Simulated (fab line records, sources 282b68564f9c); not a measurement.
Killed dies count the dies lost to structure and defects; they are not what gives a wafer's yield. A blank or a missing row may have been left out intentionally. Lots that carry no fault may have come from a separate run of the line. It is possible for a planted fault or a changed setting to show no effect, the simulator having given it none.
A struck lot beside a sound one	flow ritCmos	17 out of 202 route steps
Sound: the wafers L608.3, L608.5, L608.6. Wafers L618.2, L618.3, L618.5 were the ones struck. The cause is named last.
Order at every step that has rows: each side's tool, ch and its chambers, its first start. Under that, the readings that differ: sound wafers	struck wafers	difference of the means	sigmas: that difference in standard deviations of wafers without a fault.
alike: a reading whose means differ by less than 2 such deviations, as well as words and numbers matching on both sides. not compared: withheld readings; readings where some wafer has no value; bounds like >300 that might hide an equal value; numbers whose values overlap and for which the record gives no deviation.
A row with sigmas, a row that says differs or no value, or rows on one side alone: a step with any of these is where the two part. When numbers do not overlap yet have no deviation, they are printed without sigmas and do not part them. A reading missing from all wafers of one side parts the sides only when that side holds two or more wafers.

first, 2 steps without rows for these wafers: RIT_NRETRO_HARDBAKE_07 (time 120 s); RIT_NRETRO_IMPLANT_08.
RIT_NRETRO_STRIP_09: strips in O2, time 180 s.
  sound on plasmaAsher-04 ch 0,1, day 2 13:12; struck on plasmaAsher-04 ch 1, day 4 13:43
  alike: drypumpMotorCurrentA
  not compared: rfHoursCounterH
RIT_NRETRO_TW_MEAS_10:
  sound on filmMetro-04, day 2 13:20; struck on filmMetro-03, day 4 13:54
  alike: NRETRO_TW
then, 6 steps without rows for these wafers: RIT_PRETRO_HMDS_00 (prime time 60 s); RIT_PRETRO_COAT_01 (resist thk 1300 nm); RIT_PRETRO_SOFTBAKE_02 (time 60 s); RIT_PRETRO_EXPOSE_03 (exposes mask M5, target cd 43700 nm); RIT_PRETRO_PEB_04; RIT_PRETRO_DEVELOP_05 (develop time 68 s).
RIT_PRETRO_OVL_MEAS_06:
  sound on overlay-02, day 2 14:23; struck on overlay-02, day 4 14:51
  alike: PRETRO_OVL
then, 1 step without rows for these wafers: RIT_PRETRO_HARDBAKE_07 (time 120 s).
RIT_PRETRO_IMPLANT_08:
  sound on implanter-04 ch 0, day 2 14:43; struck on implanter-02 ch 0, day 4 15:10
reading	sound	struck	difference	sigmas
doseIonsCm2	1.2005e+13 1.1989e+13 1.1997e+13	9.951e+12 9.969e+12 9.992e+12	-2.026e+12	-99 or more
faradayCurrentUA	38.3 38.4 37.8	30.3 32.4 31.3	-6.8	-9
RIT_PRETRO_STRIP_09: strips in O2, time 180 s.
  sound on plasmaAsher-02 ch 0,1, day 2 14:53; struck on plasmaAsher-03 ch 0,1, day 4 15:17
  alike: drypumpMotorCurrentA
  not compared: rfHoursCounterH
RIT_PRETRO_TW_MEAS_10:
  sound on filmMetro-02, day 2 15:01; struck on filmMetro-02, day 4 15:28
reading	sound	struck	difference	sigmas
PRETRO_TW	479 481 484	454 457 456	-26	-4
then, 1 step without rows for these wafers: RIT_GATE_WET_ETCH_00 (etches SiO2 in BOE, target depth 56 nm, time 60 s).
RIT_M1_PROBE_99:
  sound on prober-01, day 3 19:51; struck on prober-02, day 5 19:34
reading	sound	struck	difference	sigmas
model.etest.nmos_0p3.rOnOhmUm	2230 2204 2172	2141 2126 2136	-68	
model.etest.nmos_0p3.driveUaUm	220.3 220.5 220.7	229.6 232.6 232.5	+11.1	
model.etest.nmosNarrow.driveUaUm	210.5 211.4 213.3	222.5 224.6 226.4	+12.8	
model.etest.nmos_0p15.offLog10AUm	-10.46 -10.59 -10.56	-9.842 -9.722 -9.882	+0.721	
model.etest.retroEdgeNmos.offLog10AUm	-10.34 -10.46 -10.29	-9.821 -9.598 -9.801	+0.623	
model.etest.ring.quietLog10A (angstrom)	-8.063 -8.077 -8.057	-7.786 -7.598 -7.794	+0.340	
  alike: killedAtContacts, killedAtFrontEnd, killedDies, killedOpen, killedShort
  not compared: model.etest.nmos_0p3.offLog10AUm, model.etest.gateEndArray.leakLog10AUm

WHERE THEY PART
Last at RIT_PRETRO_TW_MEAS_10 as far as this record goes, first at RIT_PRETRO_IMPLANT_08. Later steps at which nothing parts them and some readings are alike: RIT_M1_PROBE_99.

WHY: what the simulator had put in
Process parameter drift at RIT_PRETRO_IMPLANT_08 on implanter-02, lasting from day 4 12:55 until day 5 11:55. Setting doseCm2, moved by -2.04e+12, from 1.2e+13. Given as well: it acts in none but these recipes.
